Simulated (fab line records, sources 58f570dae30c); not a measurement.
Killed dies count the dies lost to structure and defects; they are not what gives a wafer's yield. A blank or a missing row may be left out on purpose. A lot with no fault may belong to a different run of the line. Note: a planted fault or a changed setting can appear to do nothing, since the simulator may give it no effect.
A lot that was struck, set against a sound lot || flow berkeley_cmos170 || 15 out of 331 route steps
Sound: the wafers L867.2, L867.4, L867.5. Wafers L874.3, L874.5, L874.6 were the ones struck. The cause comes at the end.
Each step with rows lists, per side, the tool, then ch with its chambers, then its first start. Under that, the readings that differ: sound wafers || struck wafers || difference of the means || sigmas: that difference in standard deviations of wafers without a fault.
alike: a reading whose means differ by less than 2 such deviations, as well as words and numbers matching on both sides. not compared: withheld readings; readings where some wafer has no value; bounds like >300 that might hide an equal value; numbers whose values overlap and for which the record gives no deviation.
A row with sigmas, a row that says differs or no value, or rows on one side alone: a step with any of these is where the two part. Non-overlapping numbers with no deviation appear without sigmas and do not part them. A reading missing from all wafers of one side parts the sides only when that side holds two or more wafers.

first, 4 steps without rows for these wafers: UCB170_PSD_SOFTBAKE_02 (time 60 s); UCB170_PSD_EXPOSE_03 (exposes mask PSELECT MOD, target cd 1200 nm); UCB170_PSD_PEB_04; UCB170_PSD_DEVELOP_05 (develop time 45 s).
UCB170_PSD_CD_MEAS_06: the cd target is 1200 nm.
  sound on cd_sem-02 at day 6 23:39; struck on cd_sem-02 at day 8 07:19
  alike: cd_nm
UCB170_PSD_OVL_MEAS_07:
  sound on overlay-02 at day 6 23:45; struck on overlay-01 at day 8 07:25
  alike: PSD_OVL
next, for these wafers, 1 step has no rows: UCB170_PSD_IMPLANT_08.
UCB170_PSD_STRIP_09: strips in O2.
  sound on plasma_asher-03 ch 0,1, day 6 23:56; struck on plasma_asher-04 ch 0,1, day 8 07:37
  alike: drypump_motor_current_A, oes_product_au, strip_time_to_endpoint_s
  not compared: rf_hours_counter_h
UCB170_PSD_TW_MEAS_10:
  sound on film_metro-03 at day 7 00:02; struck on film_metro-03 at day 8 07:42
  alike: PSD_TW
then, 3 steps without rows for these wafers: UCB170_PSD_CLEAN_11 (cleans in SPM, time 600 s); UCB170_NSD_HMDS_00 (prime time 60 s); UCB170_NSD_COAT_01 (resist thk 900 nm).
UCB170_NSD_SOFTBAKE_02: time 60 s.
  sound on litho_track-03 ch 0, day 7 03:20; struck on litho_track-03 ch 0, day 8 08:32
{"reading": "heater_power_total_W (W)", "sound": "56.80 56.83 56.80", "struck": "59.21 59.21 59.16", "difference": "+2.38", "sigmas": "+54"}
{"reading": "run_length_s (s)", "sound": "89.09 89.18 89.13", "struck": "80.84 80.86 80.76", "difference": -8.31, "sigmas": -64}
  alike: resist_line_temp_C
then, 1 step without rows for these wafers: UCB170_NSD_EXPOSE_03 (exposes mask NSELECT MOD, target cd 1200 nm).
UCB170_M3_PROBE_99:
  record: rows for the struck wafers here (prober-01, day 9 18:22), none for the sound ones

WHERE THEY PART
At UCB170_NSD_SOFTBAKE_02 first; at UCB170_M3_PROBE_99 last (within this record only).

WHY: whatever the simulator had introduced
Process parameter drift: litho_track-03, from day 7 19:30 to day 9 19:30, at UCB170_NSD_SOFTBAKE_02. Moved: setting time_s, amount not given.
